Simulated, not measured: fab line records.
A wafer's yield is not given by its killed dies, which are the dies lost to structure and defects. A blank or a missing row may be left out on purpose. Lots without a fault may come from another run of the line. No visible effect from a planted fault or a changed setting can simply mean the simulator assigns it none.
A single fault, viewed from 2 desks -- flow ritCmos -- every desk sees just its own numbers, and what lay behind them comes last

== FROM THE METROLOGY DESK ==
Lot by lot, what the gauges showed, no matter which tool ran the lot: averages of those sampled wafers that carry a number. The brackets show how far a lot's mean lies from the usual mean; more than 4 standard deviations puts the lot out of limits, marked OUT.
Columns: A = M1_AL_RS at RIT_M1_RS_MEAS_01, usual 0.0736 ohm/sq; B = M1_AL_THK at RIT_M1_THK_MEAS_02, usual 395 nm
lot,first seen here,A,B
L211,day 3 05:57,0.0743,391
L212,day 3 12:32,0.0727,400
L213,day 3 17:34,0.0737,396
L214,day 3 22:14,0.0740,394
L215,day 4 02:26,0.0734,396
L216,day 4 07:32,0.0736,394
L217,day 4 10:52,0.0724,402
L218,day 4 15:50,0.0742,391
L219,day 4 22:24,0.0723,402
L222,day 5 12:20,0.0764,381
L226,day 6 12:48,0.0769 (+4.5) OUT,379
L230,day 7 08:53,0.0730,396
L232,day 7 17:11,0.0731,399
L234,day 8 00:49,0.0735,392
This desk reports L226 out of limits; the earliest was L226 at day 6 12:48 (M1_AL_RS at RIT_M1_RS_MEAS_01). Within limits: L211, L212, L213, L214, L215, L216, L217, L218, L219, L222, L230, L232, L234.

== DESK OF THE TOOL OWNER: pvdSputter-02 ==
The tool's own readings at RIT_M1_SPUTTER_00 (material Al, target thk 400 nm, time 500 s): means of the sampled wafers that have a number, for each lot that ran on this tool. The brackets show how far a lot's mean lies from the usual mean; more than 4 standard deviations puts the lot out of limits, marked OUT.
Columns: A = cathodeDcPowerW at RIT_M1_SPUTTER_00, usual 2000.0 W; B = substrateTempC at RIT_M1_SPUTTER_00, usual 25.01 C; C = throttleValvePct at RIT_M1_SPUTTER_00, usual 30.1 %
lot,first seen here,A,B,C
L211,day 3 05:35,1999.8,25.05,30.5
L213,day 3 17:15,1999.8,24.96,30.3
L216,day 4 07:12,2000.7,25.10,30.4
L218,day 4 15:31,1999.8,25.01,30.6
L222,day 5 12:02,1999.9,24.97,30.2
L226,day 6 12:31,1999.8,25.06,30.1
Finding of this desk: none of the 6 lots has anything out of limits.

== BROUGHT TOGETHER ==
Metrology desk: alarm possible at day 6 12:48 on L226.
The desk of the tool owner found nothing out of limits.
The tool owner's desk has L226 on record, within its limits.
On pvdSputter-02, each named lot ran RIT_M1_SPUTTER_00.

== WHAT THE SIMULATOR HAD PUT IN ==
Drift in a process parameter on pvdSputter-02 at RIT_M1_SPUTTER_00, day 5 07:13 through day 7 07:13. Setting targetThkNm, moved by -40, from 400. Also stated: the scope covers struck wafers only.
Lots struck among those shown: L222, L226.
Per desk, hours elapsed from the start of the fault to the first reading out of limits: for the metrology desk, 30.
